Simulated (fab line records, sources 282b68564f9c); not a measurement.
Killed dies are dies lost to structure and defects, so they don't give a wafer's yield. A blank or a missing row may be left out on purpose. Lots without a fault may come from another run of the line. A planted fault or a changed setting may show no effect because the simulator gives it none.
A struck lot beside a sound one | flow rit_cmos | 27 steps out of a route of 202
Sound: wafers L380.3, L380.4, L380.6. Struck: wafers L374.1, L374.3, L374.5. The cause comes at the end.
At each step with rows: each side's tool, then ch and its chambers, then its first start. Under that, the readings that differ: sound wafers | struck wafers | difference of the means | sigmas: that difference in standard deviations of wafers without a fault.
alike: readings whose means differ by less than 2 such deviations, and words and numbers that are the same on both sides. not compared: withheld readings, readings that some wafer has no value for, bounds like >300 that may hide the same value, and numbers for which the record gives no deviation and whose values overlap.
The two part at a step that has a row with sigmas, a row that says differs or no value, or rows on one side only. Numbers that don't overlap but have no deviation are shown without sigmas and don't part them. A reading that every wafer of one side lacks parts them only if that side has two wafers or more.

first, 4 steps without rows for these wafers: RIT_CONTACT_SOFTBAKE_04 (time 60 s); RIT_CONTACT_EXPOSE_05 (exposes mask M11, target cd 1000 nm); RIT_CONTACT_PEB_06; RIT_CONTACT_DEVELOP_07 (develop time 120 s).
RIT_CONTACT_CD_MEAS_08: target cd 1000 nm.
  sound on cd_sem-01, day 6 19:07; struck on cd_sem-02, day 5 17:43
  alike: cd_nm
RIT_CONTACT_OVL_MEAS_09:
  sound on overlay-02, day 6 19:13; struck on overlay-02, day 5 17:50
  alike: CONTACT_OVL
then, 1 step without rows for these wafers: RIT_CONTACT_HARDBAKE_10 (time 60 s).
RIT_CONTACT_ETCH_11: etches SiO2 in CHF3/CF4/Ar, stops on TiSi2, target depth 480 nm, time 320 s.
  sound on rie_diel-03 ch 1,2, day 6 19:23; struck on rie_diel-04 ch 1,3, day 5 18:01
  alike: drypump_motor_current_A, mfc_ar_sccm, oes_product_au, throttle_valve_pct
  not compared: rf_hours_counter_h
RIT_CONTACT_STRIP_12: strips in O2, time 180 s.
  sound on plasma_asher-04 ch 0,1, day 6 19:38; struck on plasma_asher-02 ch 0,1, day 5 18:13
  alike: drypump_motor_current_A
  not compared: rf_hours_counter_h
RIT_CONTACT_CD_MEAS_90: target cd 1000 nm.
  sound on cd_sem-01, day 6 19:48; struck on cd_sem-01, day 5 18:23
  alike: cd_nm
then, 2 steps without rows for these wafers: RIT_CONTACT_CLEAN_13 (cleans in SC1, time 600 s); RIT_CONTACT_CLEAN_14 (cleans in SC2, time 600 s).
RIT_M1_SPUTTER_00: material Al, target thk 400 nm, time 500 s.
  sound on pvd_sputter-03, day 6 20:14; struck on pvd_sputter-03, day 5 18:52
  no value came back on the struck wafers for cathode_dc_power_W (W), chamber_pressure_pa (Pa), throttle_valve_pct (%); on the sound wafers cathode_dc_power_W (W) reads 2000.4 2000.0 1999.3
RIT_M1_RS_MEAS_01: measures by four-point-probe.
  sound on film_metro-02, day 6 20:34; struck on film_metro-02, day 5 19:09
  reading           | sound                | struck | difference                    | sigmas
  M1_AL_RS (ohm/sq) | 0.0731 0.0730 0.0731 | - - -  | no value on the struck wafers |
RIT_M1_THK_MEAS_02: measures by xrf.
  sound on film_metro-02, day 6 20:40; struck on film_metro-02, day 5 19:16
  reading        | sound       | struck   | difference | sigmas
  M1_AL_THK (nm) | 397 397 399 | <0 <0 <0 | differs    |
then, 6 steps without rows for these wafers: RIT_M1_HMDS_03 (prime time 60 s); RIT_M1_COAT_04 (resist thk 1300 nm); RIT_M1_SOFTBAKE_05 (time 60 s); RIT_M1_EXPOSE_06 (exposes mask M12, target cd 2600 nm); RIT_M1_PEB_07; RIT_M1_DEVELOP_08 (develop time 68 s).
RIT_M1_CD_MEAS_09: target cd 2600 nm.
  sound on cd_sem-01, day 6 21:37; struck on cd_sem-01, day 5 20:20
  alike: cd_nm
RIT_M1_OVL_MEAS_10:
  sound on overlay-02, day 6 21:43; struck on overlay-01, day 5 20:28
  reading     | sound       | struck       | difference | sigmas
  M1_OVL (nm) | 2.8 2.6 1.5 | 0.6 0.2 -3.1 | -3.1       | -2
then, 1 step without rows for these wafers: RIT_M1_HARDBAKE_11 (time 120 s).
RIT_M1_METAL_ETCH_12: etches Al in Cl2/BCl3, stops on SiO2, time 165 s, target depth 600 nm.
  sound on rie_metal-04 ch 0,1, day 6 22:02; struck on rie_metal-01 ch 0,1, day 5 20:55
  reading               | sound             | struck            | difference | sigmas
  oes_product_au (a.u.) | 0.764 0.771 0.779 | 0.349 0.333 0.335 | -0.432     | -36
  alike: drypump_motor_current_A, he_backside_leak_sccm, throttle_valve_pct
  not compared: rf_hours_counter_h
then, 1 step without rows for these wafers: RIT_M1_STRIP_13 (strips in nmp, time 600 s).
RIT_M1_PROBE_99:
  sound on prober-01, day 7 00:50; struck on prober-01, day 5 23:11
  reading                  | sound          | struck         | difference | sigmas
  defect_limited_yield (%) | 94.3 97.3 96.6 | 0 0 0          | -96        | -80
  killed_at_M0_to_M3       | 0 0 0          | 262 263 263    | +263       | +99 or more
  killed_at_front_end      | 15 7 9         | 2 1 1          | -9         | -3
  killed_dies              | 15 7 9         | 264 264 264    | +254       | +82
  killed_on_rim            | 4 3 3          | 70 70 70       | +67        | +44
  killed_short             | 8 3 5          | 0 0 0          | -5         | -3
  sort_bin_3_pad_short (%) | 0 0 0          | 24.2 24.6 24.6 | +24.5      | +99 or more
  sort_bin_5_function (%)  | 3.8 2.3 2.3    | 72.3 72.3 71.6 | +69.3      | +83
  sort_bin_6_memory (%)    | 1.9 0.4 1.1    | 3.4 3.0 3.8    | +2.3       | +3
  sort_n_pass              | 249 257 255    | 0 0 0          | -254       | -82
  sort_yield_pct (%)       | 94.3 97.3 96.6 | 0 0 0          | -96        | -80
  alike: killed_at_contacts, killed_open

WHERE THEY PART
First at RIT_M1_SPUTTER_00; last, within this record, at RIT_M1_PROBE_99.

WHY: what the simulator had put in
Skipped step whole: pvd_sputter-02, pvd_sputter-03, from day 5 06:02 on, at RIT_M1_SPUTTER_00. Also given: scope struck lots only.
